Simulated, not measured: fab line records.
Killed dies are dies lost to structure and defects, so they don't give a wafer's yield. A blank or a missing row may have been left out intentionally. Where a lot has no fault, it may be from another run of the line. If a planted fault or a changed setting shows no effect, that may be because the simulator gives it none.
A lot that was struck, set against a sound lot    flow rit-cmos    18 steps out of a route of 202
Sound: wafers L231.1, L231.5, L231.6. Wafers struck: L237.1, L237.3, L237.6. Last of all comes the cause.
Each step with rows lists, per side, the tool, then ch with its chambers, then its first start. Under that, the readings that differ: sound wafers    struck wafers    difference of the means    sigmas: that difference in standard deviations of wafers without a fault.
alike: readings with means less than 2 such deviations apart, plus words and numbers identical on both sides. not compared: withheld readings, readings lacking a value on some wafer, bounds such as >300 that could conceal the same value, and numbers that have no deviation in the record and whose values overlap.
Wherever a step has rows on one side only, a row that says differs or no value, or a row with sigmas, the two part there. When numbers do not overlap yet have no deviation, they are printed without sigmas and do not part them. Lack of a reading on every wafer of one side parts them only where that side has two or more wafers.

first, 4 steps without rows for these wafers: RIT_NSD_SOFTBAKE_02 (time 60 s); RIT_NSD_EXPOSE_03 (exposes mask M9, target cd 40700 nm); RIT_NSD_PEB_04; RIT_NSD_DEVELOP_05 (develop time 50 s).
RIT_NSD_OVL_MEAS_06:
  struck on overlay-01, day 5 12:46; sound on overlay-02, day 4 05:31
reading       sound           struck        difference  sigmas
NSD_OVL (nm)  -3.6 -1.5 -2.8  -0.7 0.9 1.8  +3.3        +2
then, 2 steps without rows for these wafers: RIT_NSD_HARDBAKE_07 (time 60 s); RIT_NSD_IMPLANT_08.
RIT_NSD_STRIP_09: strips in O2, time 180 s.
  sound on plasma-asher-03 ch 0,1, day 4 05:52; struck on plasma-asher-03 ch 0,1, day 5 13:06
  alike: drypump-motor-current-A, o2-flow-sccm
  not compared: rf-hours-counter-h
RIT_NSD_TW_MEAS_10:
  struck on film-metro-02, day 5 13:16; sound on film-metro-04, day 4 06:02
  alike: NSD_TW
then, 3 steps without rows for these wafers: RIT_PSD_HMDS_00 (prime time 60 s); RIT_PSD_COAT_01 (resist thk 1000 nm); RIT_PSD_SOFTBAKE_02 (time 60 s).
RIT_PSD_EXPOSE_03: exposes mask M10, target cd 40900 nm.
  sound on iline-stepper-01 ch 0, day 4 06:40; struck on iline-stepper-01 ch 0, day 5 13:47
reading                      sound              struck             difference  sigmas
model.PSD.overlay-x-nm (nm)  1.948 1.948 1.948  130.5 130.5 130.5  +128.6      
  alike: mask
then, 2 steps without rows for these wafers: RIT_PSD_PEB_04; RIT_PSD_DEVELOP_05 (develop time 50 s).
RIT_PSD_OVL_MEAS_06:
  struck on overlay-01, day 5 14:11; sound on overlay-02, day 4 07:04
reading       sound        struck             difference  sigmas
PSD_OVL (nm)  0.4 0.1 0.6  132.1 130.7 132.5  +131.4      +99 or more
then, 1 step without rows for these wafers: RIT_PSD_HARDBAKE_07 (time 60 s).
RIT_M1_PROBE_99:
  struck on prober-01, day 5 23:31; sound on prober-01, day 4 15:37
  alike: killed-at-contacts, killed-at-front-end, killed-dies, killed-open, killed-short
  not compared: model.etest.select-edge-diode-p.leak-log10-a

WHERE THEY PART
Earliest at RIT_NSD_OVL_MEAS_06; latest, in this record, at RIT_PSD_OVL_MEAS_06. Later steps at which nothing parts them and some readings are alike: RIT_M1_PROBE_99.

WHY: whatever the simulator had introduced
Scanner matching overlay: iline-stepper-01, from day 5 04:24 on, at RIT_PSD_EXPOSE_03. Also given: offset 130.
